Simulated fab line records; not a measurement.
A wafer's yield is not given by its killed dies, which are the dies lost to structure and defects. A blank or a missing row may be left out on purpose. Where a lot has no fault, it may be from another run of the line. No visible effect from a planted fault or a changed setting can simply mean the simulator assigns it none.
The same fault as seen by 2 desks    flow berkeleyCmos170    what lay behind the numbers comes last; until then each desk has only its own

METROLOGY DESK
Lot by lot, what the gauges showed, no matter which tool ran the lot: averages of those sampled wafers that carry a number. A lot is out of limits, marked OUT, if its mean lies more than 4 standard deviations from the usual mean; the brackets give that distance.
Columns: A = CONTACT_PSG_THK at UCB170_CONTACT_THK_MEAS_02, usual 700 nm; B = V1_POLISHED_THK at UCB170_V1_THK_MEAS_04, usual 1000.0 nm
lot   first seen here  A    B
L668  day 6 21:10      692  999.9
L667  day 6 21:58      705  999.6
L669  day 8 00:02      702  999.3
L671  day 8 00:44      709  998.9
L672  day 8 00:44      709  998.5
L674  day 8 18:15      702  999.5
L675  day 9 13:22      706  999.8
L677  day 9 13:25      700  998.9
L679  day 9 18:20      695  999.9
L683  day 10 12:07     694  1251.3 (+99 or more) OUT
L682  day 10 15:50     692  1250.0 (+99 or more) OUT
L687  day 11 07:22     689  1001.2
L688  day 11 07:24     705  1000.1
L689  day 11 09:08     698  1000.9
L685  day 11 09:13     689  1250.5 (+99 or more) OUT
This desk finds L682, L683, L685 out of limits, with the earliest case on L683 at day 11 05:46 (V1_POLISHED_THK at UCB170_V1_THK_MEAS_04). L668, L667, L669, L671, L672, L674, L675, L677, L679, L687, L688, L689: within limits.

THE TOOL OWNER'S DESK: cmp-02
The tool's own readings at UCB170_V1_CMP_02 (polishes SiO2): means of the sampled wafers that have a number, for each lot that ran on this tool. A lot is out of limits, marked OUT, if its mean lies more than 4 standard deviations from the usual mean; the brackets give that distance.
Columns: A = headPressurePsi at UCB170_V1_CMP_02, usual 6.000 psi; B = motorCurrentA at UCB170_V1_CMP_02, usual 17.0 A; C = platenRpm at UCB170_V1_CMP_02, usual 60.00 rpm
lot   first seen here  A      B     C
L667  day 7 09:09      5.992  19.8  60.03
L672  day 8 09:14      5.993  16.9  59.95
L671  day 8 09:35      6.019  18.3  60.01
L675  day 10 00:19     6.001  16.9  60.00
L677  day 10 00:28     5.993  16.4  59.98
L683  day 11 05:20     6.000  17.5  59.95
L682  day 11 05:41     5.994  18.7  60.08
L685  day 11 17:37     5.994  17.9  60.01
This desk's finding: nothing out of limits on any of the 8 lots.

TAKEN TOGETHER
At day 11 05:46 the metrology desk could have sounded an alarm, on L682, L683, L685.
The tool owner's desk saw nothing out of limits.
The tool owner's desk has L682, L683, L685 on record, within its limits.
On cmp-02, each named lot ran UCB170_V1_CMP_02.

WHAT HAD BEEN PUT IN BY THE SIMULATOR
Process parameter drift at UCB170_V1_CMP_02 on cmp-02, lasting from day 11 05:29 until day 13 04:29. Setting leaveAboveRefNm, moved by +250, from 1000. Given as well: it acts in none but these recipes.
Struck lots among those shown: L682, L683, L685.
Hours from the fault's start to each desk's first reading out of limits: the metrology desk, 0.
